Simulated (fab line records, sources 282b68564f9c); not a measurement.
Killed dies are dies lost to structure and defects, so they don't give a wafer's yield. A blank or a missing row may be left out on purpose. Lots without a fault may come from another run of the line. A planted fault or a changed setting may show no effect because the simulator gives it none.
Which tool did it? | flow rit_cmos | 13 lots, 39 wafers sampled, at 4 steps of a route of 202

WHAT THE GAUGES READ, wafer by wafer
RIT_GATE_THK_MEAS_09.
lot  | measured    | on            | GATE_POLY_THK (nm)
L726 | day 2 10:51 | film_metro-01 | 251.1 250.9 249.8
L727 | day 2 16:26 | film_metro-03 | 253.3 253.3 254.1
L728 | day 2 22:23 | film_metro-02 | 253.1 250.9 251.8
L729 | day 3 02:39 | film_metro-01 | 248.7 250.8 249.9
L730 | day 3 07:07 | film_metro-03 | 250.6 251.9 248.8
L731 | day 3 11:47 | film_metro-03 | 249.1 246.7 248.4
L732 | day 3 20:02 | film_metro-03 | 500.4 498.6 498.9
L733 | day 3 22:44 | film_metro-01 | 252.1 247.2 250.4
L738 | day 5 04:22 | film_metro-02 | 501.5 498.7 505.9
L739 | day 5 10:53 | film_metro-01 | 490.7 495.2 496.9
L744 | day 6 16:22 | film_metro-03 | 250.3 249.2 249.7
L745 | day 6 18:47 | film_metro-03 | 246.7 248.2 247.6
L746 | day 6 21:24 | film_metro-03 | 248.1 248.9 246.7

RIT_CONTACT_THK_MEAS_01.
lot  | measured    | on            | CONTACT_TEOS_THK (nm)
L726 | day 3 01:43 | film_metro-03 | 400 398 405
L727 | day 3 07:20 | film_metro-04 | 390 402 404
L728 | day 3 13:23 | film_metro-03 | 397 399 405
L729 | day 3 17:31 | film_metro-01 | 401 400 405
L730 | day 3 22:05 | film_metro-03 | 397 402 402
L731 | day 4 02:55 | film_metro-04 | 395 392 405
L733 | day 4 14:24 | film_metro-04 | 409 407 408
L744 | day 7 08:12 | film_metro-03 | 399 396 408
L745 | day 7 12:11 | film_metro-01 | 397 396 401
L746 | day 7 13:46 | film_metro-04 | 397 393 400

WHICH TOOL RAN EACH LOT (tool, then ch and the chambers of the sampled wafers, then the start)
lot  | RIT_GATE_CVD_08                                           | RIT_GATE_ETCH_19
L726 | lpcvd-01 ch 1, day 2 09:13                                | rie_si-02 ch 0,1,2, day 2 12:03
L727 | lpcvd-02 ch 0, day 2 14:48                                | rie_si-01 ch 0,2, day 2 17:51
L728 | lpcvd-02 ch 1, day 2 20:45                                | rie_si-02 ch 1,3, day 2 23:43
L729 | lpcvd-01 ch 1, day 3 01:02                                | rie_si-01 ch 0,1,3, day 3 04:00
L730 | lpcvd-02 ch 1, day 3 05:30                                | rie_si-02 ch 2,3, day 3 08:30
L731 | lpcvd-01 ch 0, day 3 10:10                                | rie_si-01 ch 1,2,3, day 3 13:00
L732 | lpcvd-01 ch 1, day 3 16:38 and lpcvd-02 ch 1, day 3 18:25 | rie_si-02 ch 0,1,3, day 3 21:49
L733 | lpcvd-02 ch 1, day 3 21:05                                | rie_si-01 ch 2,3, day 4 00:03
L738 | lpcvd-02 ch 1, day 4 23:20                                | rie_si-02 ch 0,2, day 5 05:56
L739 | lpcvd-01 ch 0, day 5 07:28                                | rie_si-01 ch 0,1,2, day 5 12:19
L744 | lpcvd-02 ch 0, day 6 13:57                                | rie_si-02 ch 0,2,3, day 6 17:43
L745 | lpcvd-01 ch 0, day 6 17:10                                | rie_si-01 ch 2,3, day 6 20:08
L746 | lpcvd-01 ch 1, day 6 19:45                                | rie_si-02 ch 0,1,3, day 6 22:35
- RIT_GATE_CVD_08: deposits poly-Si from SiH4, target thk 250 nm, time 2220 s.
- RIT_GATE_ETCH_19: etches poly-Si in SF6/CHF3/O2, stops on SiO2, time 165 s, target depth 312.5 nm.

WHAT THE TOOLS THEMSELVES READ (means of the sampled wafers that have a number; where no wafer has one, the mark that the record gives instead)
RIT_GATE_ETCH_19.
lot  | tool      | chamber_pressure_mTorr (mTorr) | drypump_motor_current_A (A) | oes_product_au (a.u.) | throttle_valve_pct (%)
L726 | rie_si-02 | 40.02                          | 5.7                         | 0.849                 | 10.17
L727 | rie_si-01 | 40.00                          | 5.5                         | 0.853                 | 10.20
L728 | rie_si-02 | 40.03                          | 5.4                         | 0.833                 | 10.27
L729 | rie_si-01 | 40.00                          | 5.1                         | 0.854                 | 10.24
L730 | rie_si-02 | 40.02                          | 5.4                         | 0.833                 | 10.24
L731 | rie_si-01 | 40.02                          | 5.4                         | 0.845                 | 10.31
L732 | rie_si-02 | 39.99                          | 5.5                         | 0.988                 | 10.24
L733 | rie_si-01 | 39.99                          | 5.5                         | 0.844                 | 10.25
L738 | rie_si-02 | 40.03                          | 5.6                         | 1.002                 | 10.17
L739 | rie_si-01 | 40.03                          | 5.4                         | 0.998                 | 10.27
L744 | rie_si-02 | 39.97                          | 5.5                         | 0.840                 | 10.20
L745 | rie_si-01 | 40.04                          | 5.5                         | 0.838                 | 10.25
L746 | rie_si-02 | 40.00                          | 5.5                         | 0.837                 | 10.23

THE ANSWER, worked out from the rows above alone
Rule: what is usual is taken from the lots themselves. Put in order of their means at a reading, lots are off if they are a third of the lots or fewer, leave a main group of 4 or more, and stand apart from it by a gap of 3 or more times the standard deviation of the main group's means; of several such gaps the widest counts. A main group whose means are all the same, to the digits that the tables above print for the reading, isn't used. A lot without any number at a reading at which 4 lots or more have one is off too. The other lots that the step has rows for count as sound. The gauges are gone through in route order, then the tools' own readings, and for those a lot's mean is taken as printed above. The first step at which some lot is off is used, and at that step the reading that is off furthest; a lot without a number counts as furthest.
Off: L732, L738, L739, at RIT_GATE_THK_MEAS_09 (GATE_POLY_THK). The main group: mean 249.9 nm, standard deviation 1.8.
A tool fits if, at a process step before that reading, it ran every lot that is off, and no sound lot after the first of them. The gauges at RIT_GATE_THK_MEAS_09 aren't tried: what is off there is off at RIT_GATE_ETCH_19 too, on other tools, and a gauge's error can't cause that. None of those tried fits.

WHAT THE SIMULATOR HAD PUT IN
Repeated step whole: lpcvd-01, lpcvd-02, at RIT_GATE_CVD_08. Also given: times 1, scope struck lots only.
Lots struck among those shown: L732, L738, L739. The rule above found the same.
